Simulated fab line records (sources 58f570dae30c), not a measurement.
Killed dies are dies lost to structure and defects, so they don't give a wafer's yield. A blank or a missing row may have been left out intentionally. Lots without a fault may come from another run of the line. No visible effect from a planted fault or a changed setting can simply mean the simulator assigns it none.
The same fault as seen by 2 desks :: flow berkeleyCmos170 :: each desk has only its own numbers; what lay behind them comes last

FOR THE TOOL OWNER'S DESK: rieMetal-02
The tool's own readings at UCB170_M1_METAL_ETCH_12 (etches Al in Cl2/BCl3, stops on PSG, target depth 780 nm, time 130 s): means of the sampled wafers that have a number, for each lot that ran on this tool. Any lot whose mean is over 4 standard deviations away from the usual mean is out of limits and marked OUT; that distance is given in the brackets.
Columns: A = drypumpMotorCurrentA at UCB170_M1_METAL_ETCH_12, usual 5.6 A; B = oesProductAu at UCB170_M1_METAL_ETCH_12, usual 0.856 a.u.; C = throttleValvePct at UCB170_M1_METAL_ETCH_12, usual 24.58 %
lot: L749
first seen here: day 8 22:23
A: 6.2
B: 0.862
C: 24.23

lot: L747
first seen here: day 9 00:36
A: 6.2
B: 0.862
C: 24.22

lot: L753
first seen here: day 9 11:24
A: 6.0
B: 0.853
C: 24.34
Finding of this desk: none of the 3 lots has anything out of limits.

AT THE METROLOGY DESK
Lot by lot, what the gauges showed, no matter which tool ran the lot: averages of those sampled wafers that carry a number. Any lot whose mean is over 4 standard deviations away from the usual mean is out of limits and marked OUT; that distance is given in the brackets.
Columns: A = M1_AL_RS at UCB170_M1_RS_MEAS_01, usual 0.0485 ohm/sq; B = M1_AL_THK at UCB170_M1_THK_MEAS_02, usual 603 nm; C = cdNm at UCB170_M1_CD_MEAS_09, usual 700.4 nm; D = M1_OVL at UCB170_M1_OVL_MEAS_10, usual 1 nm
lot: L745
first seen here: day 8 10:31
A: 0.0483
B: 597
C: 700.3
D: 2

lot: L749
first seen here: day 8 19:43
A: 0.0486
B: 608
C: 701.7
D: 7

lot: L747
first seen here: day 8 22:44
A: 0.0483
B: 605
C: 699.4
D: -1

lot: L753
first seen here: day 9 08:32
A: 0.0486
B: 602
C: 699.2
D: 3

lot: L757
first seen here: day 10 12:49
A: 0.0487
B: 604
C: 699.8
D: -1

lot: L761
first seen here: day 11 06:35
A: 0.0480
B: 608
C: 699.0
D: 2
Finding of this desk: none of the 6 lots has anything out of limits.

PUT TOGETHER
The desk of the tool owner found nothing out of limits.
The metrology desk saw nothing out of limits.

WHAT THE SIMULATOR HAD PUT IN
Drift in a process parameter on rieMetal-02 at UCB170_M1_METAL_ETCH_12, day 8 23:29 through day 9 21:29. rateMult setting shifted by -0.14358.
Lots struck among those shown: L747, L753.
